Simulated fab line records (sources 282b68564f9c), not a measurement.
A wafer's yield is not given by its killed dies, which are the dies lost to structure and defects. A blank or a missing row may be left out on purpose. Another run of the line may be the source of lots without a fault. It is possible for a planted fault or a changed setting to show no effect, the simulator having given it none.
fab line records ; flow ritCmos
record: lots: 6; wafers: 18; lastDay: 7
route steps=202 shown PWELL@49 WELLDRIVE@50 NWELL@51 NRETRO@53 PRETRO@64 M1@202
lots untouched by any fault: they come from a run of this same line in which no faults occurred
startH: hours from the record's opening day to when the first of the lot's shown wafers began ; waitH: how many hours have passed since the lot's step before this one ; " repeats the value in the row above ; L1.1+2: a row that stands for several wafers ; - value missing, or start not given ; * or withheld: withheld ; < > ~ a bound
route shown NAME@n: NAME is a module with steps in the file, n the number in the route of the first one ; usual: mean/standard deviation taken from wafers without a fault ; same: alike in all rows ; chamber/n: place in a boat ; sites: each site's reading ; _std_site: standard deviation across them ; _edge_site: inner sites' mean taken away from outer sites' mean ; radiusMm: how far each site lies from the wafer's centre ; mask NAME#n: copy n ; behind: the last tool/chamber to shape the wafer ; hold: reason for holding the lot/hours on hold/outcome of the hold ; device: the transistor (n, p or np) that didn't switch ; end of line: tests run on the same wafers once the route is complete ; a step with no rows: only its recipe ; killed: dies lost to structure and defects at the first sort, not the wafer's yield ; map: the dies of a wafer, with x for killed, . for not killed, _ for no die there
set.NAME: the run value of the setting; set.NAME@STEP: its run value at that earlier step ; model.NAME: the simulator's own value behind a step, which no gauge read
lots at selected steps of the route; one table per step, one row per wafer
services: a tool's chamber out of use, with start hour (startH, from the record's first day; less than 0 if before it), hours out, and reason
== steps ==
step: RIT_PWELL_TW_MEAS_10
usual: PWELL_TW: 948/8.5
lot.wafer;tool;chamber;startH;waitH;PWELL_TW
L353.1;filmMetro-03;-;51.13;0.1;966
L353.2;filmMetro-03;-;51.13;0.1;965
L353.6;filmMetro-03;-;51.13;0.1;969
L354.1;filmMetro-04;-;54.58;0.1;945
L354.2;filmMetro-04;-;54.58;0.1;946
L354.5;filmMetro-04;-;54.58;0.1;945
L364.3;filmMetro-04;-;110.77;0.1;949
L364.5;filmMetro-04;-;110.77;0.1;949
L364.6;filmMetro-04;-;110.77;0.1;952
L367.1;filmMetro-04;-;130.01;0.1;944
L367.2;filmMetro-04;-;130.01;0.1;938
L367.3;filmMetro-04;-;130.01;0.1;938
L369.1;filmMetro-03;-;130.27;0.1;960
L369.3;filmMetro-03;-;130.27;0.1;962
L369.5;filmMetro-03;-;130.27;0.1;958
L371.2;filmMetro-04;-;141.68;0.1;937
L371.3;filmMetro-04;-;141.68;0.1;940
L371.5;filmMetro-04;-;141.68;0.1;935
step: RIT_WELLDRIVE_ANNEAL_00
recipe: tempC: 1100; timeS: 14700; ambient: N2
step: RIT_WELLDRIVE_RS_MEAS_01
recipe: thkMeasGauge: four-point-probe
usual: NWELL_RS: 277.8/0.8
lot.wafer;tool;chamber;startH;waitH;NWELL_RS[ohm/sq]
L353.1;filmMetro-03;-;56.27;0.0;277.1
L353.2;filmMetro-03;-;56.27;0.0;276.9
L353.6;filmMetro-03;-;56.27;0.0;277.2
L354.1;filmMetro-01;-;60.55;0.0;279.1
L354.2;filmMetro-01;-;60.55;0.0;278.5
L354.5;filmMetro-01;-;60.55;0.0;278.0
L364.3;filmMetro-03;-;122.26;0.0;277.6
L364.5;filmMetro-03;-;122.26;0.0;276.6
L364.6;filmMetro-03;-;122.26;0.0;276.3
L367.1;filmMetro-01;-;136.27;0.0;278.4
L367.2;filmMetro-01;-;136.27;0.0;278.6
L367.3;filmMetro-01;-;136.27;0.0;278.7
L369.1;filmMetro-04;-;136.27;0.0;277.2
L369.3;filmMetro-04;-;136.27;0.0;277.3
L369.5;filmMetro-04;-;136.27;0.0;277.5
L371.2;filmMetro-03;-;146.83;0.0;277.8
L371.3;filmMetro-03;-;146.83;0.0;277.8
L371.5;filmMetro-03;-;146.83;0.0;277.0
step: RIT_WELLDRIVE_RS_MEAS_02
recipe: thkMeasGauge: four-point-probe
usual: PWELL_RS: 429.7/1.5
lot.wafer;tool;chamber;startH;waitH;PWELL_RS[ohm/sq]
L353.1;filmMetro-03;-;56.39;0.1;428.3
L353.2;filmMetro-03;-;56.39;0.1;426.9
L353.6;filmMetro-03;-;56.39;0.1;427.1
L354.1;filmMetro-01;-;60.67;0.1;429.4
L354.2;filmMetro-01;-;60.67;0.1;429.6
L354.5;filmMetro-01;-;60.67;0.1;428.6
L364.3;filmMetro-03;-;122.38;0.1;427.5
L364.5;filmMetro-03;-;122.38;0.1;426.9
L364.6;filmMetro-03;-;122.38;0.1;428.5
L367.1;filmMetro-01;-;136.39;0.1;430.6
L367.2;filmMetro-01;-;136.39;0.1;430.8
L367.3;filmMetro-01;-;136.39;0.1;430.4
L369.1;filmMetro-04;-;136.39;0.1;426.7
L369.3;filmMetro-04;-;136.39;0.1;426.9
L369.5;filmMetro-04;-;136.39;0.1;427.8
L371.2;filmMetro-03;-;146.95;0.1;430.9
L371.3;filmMetro-03;-;146.95;0.1;431.0
L371.5;filmMetro-03;-;146.95;0.1;431.2
step: RIT_NRETRO_HMDS_00
recipe: primeTimeS: 60; primeTempC: 140
step: RIT_NRETRO_COAT_01
recipe: resist: NOVOLAK; spinRpm: 2000; resistThkNm: 1300
step: RIT_NRETRO_SOFTBAKE_02
recipe: resist: NOVOLAK; tempC: 90; timeS: 60
step: RIT_NRETRO_EXPOSE_03
recipe: maskId: M4; na: 0.57; targetCdNm: 43900; doseMj: 250
step: RIT_NRETRO_PEB_04
recipe: resist: NOVOLAK; tempC: withheld; timeS: withheld
step: RIT_NRETRO_DEVELOP_05
recipe: resist: NOVOLAK; developTimeS: 68; devTempC: 23
step: RIT_NRETRO_OVL_MEAS_06
usual: NRETRO_OVL: 0.2/1.2
lot.wafer;tool;chamber;startH;waitH;NRETRO_OVL[nm]
L353.1;overlay-01;-;57.76;-;1.9
L353.2;overlay-01;-;57.76;-;2.2
L353.6;overlay-01;-;57.76;-;0.9
L354.1;overlay-01;-;61.67;-;-0.8
L354.2;overlay-01;-;61.67;-;-0.6
L354.5;overlay-01;-;61.67;-;1.8
L364.3;overlay-01;-;123.48;-;0.1
L364.5;overlay-01;-;123.48;-;2.4
L364.6;overlay-01;-;123.48;-;0.9
L369.1;overlay-02;-;137.84;-;0.9
L369.3;overlay-02;-;137.84;-;2.6
L369.5;overlay-02;-;137.84;-;0.4
L367.1;overlay-01;-;138.03;-;1.2
L367.2;overlay-01;-;138.03;-;0.8
L367.3;overlay-01;-;138.03;-;2.7
L371.2;overlay-02;-;148.06;-;0.5
L371.3;overlay-02;-;148.06;-;-0.4
L371.5;overlay-02;-;148.06;-;-0.6
step: RIT_NRETRO_HARDBAKE_07
recipe: resist: NOVOLAK; tempC: 140; timeS: 120
step: RIT_NRETRO_IMPLANT_08
recipe: species: P; energyKev: 70; doseCm2: 1e+13; tiltDeg: 6.656
usual: doseIonsCm2: 9.997e+12/1.1e+10; faradayCurrentUA: 31.7/0.54
lot.wafer;tool;chamber;startH;waitH;doseIonsCm2;faradayCurrentUA
L353.1;implanter-03;0;58.04;0.2;9.986e+12;32.1
L353.2;implanter-03;0;58.04;0.2;1.0008e+13;31.6
L353.6;implanter-03;0;58.04;0.2;9.995e+12;30.9
L354.1;implanter-04;0;61.96;0.2;9.985e+12;31.9
L354.2;implanter-04;0;61.96;0.2;9.999e+12;31.7
L354.5;implanter-04;0;61.96;0.2;9.984e+12;31.3
L364.3;implanter-03;0;123.80;0.2;1.5954e+13;50.7
L364.5;implanter-03;0;123.80;0.2;1.5965e+13;50.6
L364.6;implanter-03;0;123.80;0.2;1.5939e+13;50.9
L369.1;implanter-01;0;138.43;0.2;1.0005e+13;32.3
L369.3;implanter-01;0;138.43;0.2;9.991e+12;31.4
L369.5;implanter-01;0;138.43;0.2;9.992e+12;31.6
L367.1;implanter-03;0;138.49;0.2;1.5958e+13;50.9
L367.2;implanter-03;0;138.49;0.2;1.5967e+13;50.1
L367.3;implanter-03;0;138.49;0.2;1.5973e+13;51.1
L371.2;implanter-04;0;148.37;0.2;9.99e+12;32.1
L371.3;implanter-04;0;148.37;0.2;9.988e+12;32.7
L371.5;implanter-04;0;148.37;0.2;9.988e+12;32.9
step: RIT_NRETRO_STRIP_09
recipe: chemistry: O2; timeS: 180; resist: NOVOLAK; platenTempC: withheld; powerW: 500; pressureMtorr: 4000; o2FlowSccm: 4000
usual: drypumpMotorCurrentA: 6.1/0.54
lot.wafer;tool;chamber;startH;waitH;drypumpMotorCurrentA;rfHoursCounterH
L353.1;plasmaAsher-02;1;58.19;0.1;6.3;43
L353.2;plasmaAsher-02;0;58.19;0.1;6.6;43
L353.6;plasmaAsher-02;1;58.19;0.1;6.3;-
L354.1;plasmaAsher-04;0;62.11;0.1;5.3;38
L354.2;plasmaAsher-04;1;62.11;0.1;5.2;38
L354.5;plasmaAsher-04;0;62.11;0.1;5.3;-
L364.3;plasmaAsher-02;0;123.96;0.1;6.6;-
L364.5;plasmaAsher-02;0;123.96;0.1;6.6;-
L364.6;plasmaAsher-02;1;123.96;0.1;6.3;-
L369.1;plasmaAsher-04;1;138.58;0.1;5.2;46
L369.3;plasmaAsher-04;0;138.58;0.1;5.3;-
L369.5;plasmaAsher-04;0;138.58;0.1;5.3;-
L367.1;plasmaAsher-03;0;138.64;0.1;6.0;31
L367.2;plasmaAsher-03;1;138.64;0.1;6.4;31
L367.3;plasmaAsher-03;1;138.64;0.1;6.5;-
L371.2;plasmaAsher-03;1;148.49;0.1;6.4;32
L371.3;plasmaAsher-03;1;148.49;0.1;6.4;-
L371.5;plasmaAsher-03;1;148.49;0.1;6.4;-
step: RIT_NRETRO_TW_MEAS_10
usual: NRETRO_TW: 1046/5.6
lot.wafer;tool;chamber;startH;waitH;NRETRO_TW
L353.1;filmMetro-02;-;58.37;0.1;1043
L353.2;filmMetro-02;-;58.37;0.1;1046
L353.6;filmMetro-02;-;58.37;0.1;1050
L354.1;filmMetro-04;-;62.28;0.1;1048
L354.2;filmMetro-04;-;62.28;0.1;1043
L354.5;filmMetro-04;-;62.28;0.1;1049
L364.3;filmMetro-02;-;124.10;0.1;1233
L364.5;filmMetro-02;-;124.10;0.1;1226
L364.6;filmMetro-02;-;124.10;0.1;1229
L369.1;filmMetro-02;-;138.76;0.1;1050
L369.3;filmMetro-02;-;138.76;0.1;1052
L369.5;filmMetro-02;-;138.76;0.1;1053
L367.1;filmMetro-04;-;138.81;0.1;1207
L367.2;filmMetro-04;-;138.81;0.1;1215
L367.3;filmMetro-04;-;138.81;0.1;1207
L371.2;filmMetro-01;-;148.68;0.1;1037
L371.3;filmMetro-01;-;148.68;0.1;1036
L371.5;filmMetro-01;-;148.68;0.1;1042
step: RIT_PRETRO_HMDS_00
recipe: primeTimeS: 60; primeTempC: 140
step: RIT_M1_PROBE_99
usual: killedAtFrontEnd: 6.6/2.9; killedDies: 6.7/3; killedOpen: 3.5/2.1; killedShort: 3.2/1.8
same: grossDies: 264; killed_at_M0_to_M3: 0; killed_at_M4_up: 0; killedAtBackSide: 0; killedAtContacts: 0; killedAtOther: 0
lot.wafer;tool;chamber;startH;waitH;killedAtFrontEnd;killedDies;killedOpen;killedShort;model.etest.pmos_0p3.rOnOhmUm;model.etest.pmosTurned.rOnOhmUm;model.etest.pmos_0p15.rOnOhmUm;model.etest.pmos_0p15.driveUaUm;model.etest.pmosTurned.driveUaUm;model.etest.pmosNarrow.driveUaUm;model.etest.pmos_0p3.driveUaUm;model.etest.wellEdgeLeft.lineOhmUm
L353.1;prober-02;-;86.26;0.1;8;8;2;6;6193;3252;2580;274.5;205.6;102.8;102.8;186.6
L353.2;prober-02;-;86.31;0.1;3;3;2;1;6184;3308;2666;265.8;198.6;102.2;103.4;185.9
L353.6;prober-02;-;86.51;0.2;3;3;1;2;6053;3175;2554;278.1;204.1;105;105.9;182.6
L354.1;prober-01;-;90.19;0.1;3;3;1;2;6110;3261;2661;263.1;200.6;102.3;103.6;182.8
L354.2;prober-01;-;90.24;0.1;3;3;1;2;5992;3154;2608;272.6;210.8;105.9;105.6;184.4
L354.5;prober-01;-;90.39;0.2;3;3;1;2;6143;3292;2662;266.1;202.3;103.3;103.8;183.6
L364.3;prober-02;-;154.37;0.2;4;4;1;3;6655;3483;2765;242;178.8;86.75;88.5;174
L364.5;prober-02;-;154.47;0.2;8;8;4;4;6732;3571;2845;236.2;174.2;83.91;87.05;173.7
L364.6;prober-02;-;154.52;0.2;6;6;4;2;6694;3522;2795;240.6;177.7;84.05;86.83;172
L367.1;prober-02;-;172.96;0.4;7;7;1;6;6636;3745;2965;228.5;166.2;88.37;89.64;178.7
L367.2;prober-02;-;173.01;0.4;7;7;3;4;6868;3856;3062;219.3;162;85.94;86.52;175.2
L367.3;prober-02;-;173.06;0.5;6;6;3;3;6514;3646;2881;234.5;169.6;91.56;91.91;173.8
L369.1;prober-01;-;174.16;0.1;7;7;4;3;6392;3538;2872;245.6;183.3;99.11;98.73;184.4
L369.3;prober-01;-;174.26;0.2;5;5;1;4;6587;3596;2919;242.6;181.8;96.59;95.63;181.2
L369.5;prober-01;-;174.36;0.2;4;4;4;0;6389;3484;2804;249.3;184.2;99.92;98.55;181.4
L371.2;prober-02;-;177.67;0.1;5;5;2;3;6465;3507;2873;245;183.3;97.87;97.66;184.2
L371.3;prober-02;-;177.72;0.2;5;5;0;5;6511;3538;2897;242.3;181.4;98.84;96.98;184.8
L371.5;prober-02;-;177.82;0.2;9;9;6;3;6395;3478;2796;252.2;187.8;100.7;98.11;182.6
killed by level:class
L353.1 FOX2:geometricParticle:short=5 FOX2:geometricParticle:open=1 GATE:geometricParticle:short=1 GATE:geometricParticle:open=1
L353.2 GATE:geometricParticle:short=1 GATE:geometricParticle:open=1 SPACER:geometricParticle:open=1
L353.6 FOX1:geometricParticle:short=1 GATE:geometricParticle:short=1 GATE:geometricParticle:open=1
L354.1 GATE:geometricParticle:open=1 REOX:geometricParticle:short=1 SPACER:geometricParticle:short=1
L354.2 FOX2:geometricParticle:open=1 GATE:geometricParticle:short=1 SILICIDE:geometricParticle:short=1
L354.5 GATE:geometricParticle:short=2 GATE:geometricParticle:open=1
L364.3 GATE:geometricParticle:short=1 GATE:geometricParticle:open=1 REOX:geometricParticle:short=1 SPACER:geometricParticle:short=1
L364.5 FOX1:geometricParticle:short=2 SILICIDE:geometricParticle:open=2 GATE:geometricParticle:open=1 GATE:geometricParticle:short=1 SPACER:geometricParticle:open=1 SPACER:geometricParticle:short=1
L364.6 GATE:geometricParticle:open=3 REOX:geometricParticle:open=1 SPACER:geometricParticle:short=1 SILICIDE:geometricParticle:short=1
L367.1 GATE:geometricParticle:short=3 FOX1:geometricParticle:short=1 FOX2:geometricParticle:short=1 GATE:geometricParticle:open=1 REOX:geometricParticle:short=1
L367.2 GATE:geometricParticle:open=3 REOX:geometricParticle:short=2 FOX1:geometricParticle:short=1 GATE:geometricParticle:short=1
L367.3 GATE:geometricParticle:open=2 REOX:geometricParticle:short=2 REOX:geometricParticle:open=1 SPACER:geometricParticle:short=1
L369.1 GATE:geometricParticle:open=4 GATE:geometricParticle:short=3
L369.3 FOX2:geometricParticle:short=1 GATE:geometricParticle:short=1 SPACER:geometricParticle:short=1 SPACER:geometricParticle:open=1 SILICIDE:geometricParticle:short=1
L369.5 FOX2:geometricParticle:open=1 GATE:geometricParticle:open=1 SPACER:geometricParticle:open=1 SILICIDE:geometricParticle:open=1
L371.2 FOX1:geometricParticle:short=1 FOX2:geometricParticle:open=1 GATE:geometricParticle:short=1 GATE:geometricParticle:open=1 SPACER:geometricParticle:short=1
L371.3 GATE:geometricParticle:short=4 FOX2:geometricParticle:short=1
L371.5 GATE:geometricParticle:short=3 GATE:geometricParticle:open=2 FOX1:geometricParticle:open=1 FOX2:geometricParticle:open=1 SPACER:geometricParticle:open=1 SILICIDE:geometricParticle:open=1
== services ==
tool;chamber;startH;hours;kind
plasmaAsher-02;-;39.68;0.8;repair
plasmaAsher-03;-;42.53;45.4;repair
implanter-03;-;45.38;2.2;pm
implanter-04;-;64.56;4.2;pm
plasmaAsher-02;-;111.76;0.5;repair
implanter-01;-;114.23;5.9;pm
implanter-04;-;126.57;2.0;repair
plasmaAsher-02;-;127.91;2.8;pm
implanter-03;-;147.97;4.3;pm
== key ==
firstSign: step: RIT_NRETRO_IMPLANT_08; reading: doseIonsCm2; direction: up; sigmas: 99+; usual: 9.997e+12; struck: 1.596e+13
effect: step: RIT_NRETRO_IMPLANT_08; reading: faradayCurrentUA; direction: up; sigmas: 35; usual: 31.7; struck: 50.7
effect: step: RIT_NRETRO_TW_MEAS_10; reading: NRETRO_TW; direction: up; sigmas: 31; usual: 1046; struck: 1220
modelEffect: step: RIT_M1_PROBE_99; value: etest.pmos_0p3.rOnOhmUm; without: 6096; struck: 6683
metAt RIT_NRETRO_IMPLANT_08
struckWafers L364.3,L364.5,L364.6,L367.1,L367.2,L367.3
testerLeftOut L364,L367
onsetBetween 58.04 123.80
fault: kind: processParameterDrift; tool: implanter-03; chamber: -; onsetH: 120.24; steps: RIT_NRETRO_IMPLANT_08; channel: doseCm2; offset: 5.9617e+12; shape: step; endH: 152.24; actsIn: theseRecipesOnly; stated: 1e+13
testerLeftOut: of these lots the tester's yield and bins aren't shown, on N5 and GAA mostly nor the transistor test; their killed dies are dies lost to structure and defects alone, not to doping, threshold or leakage, so they don't give the yield
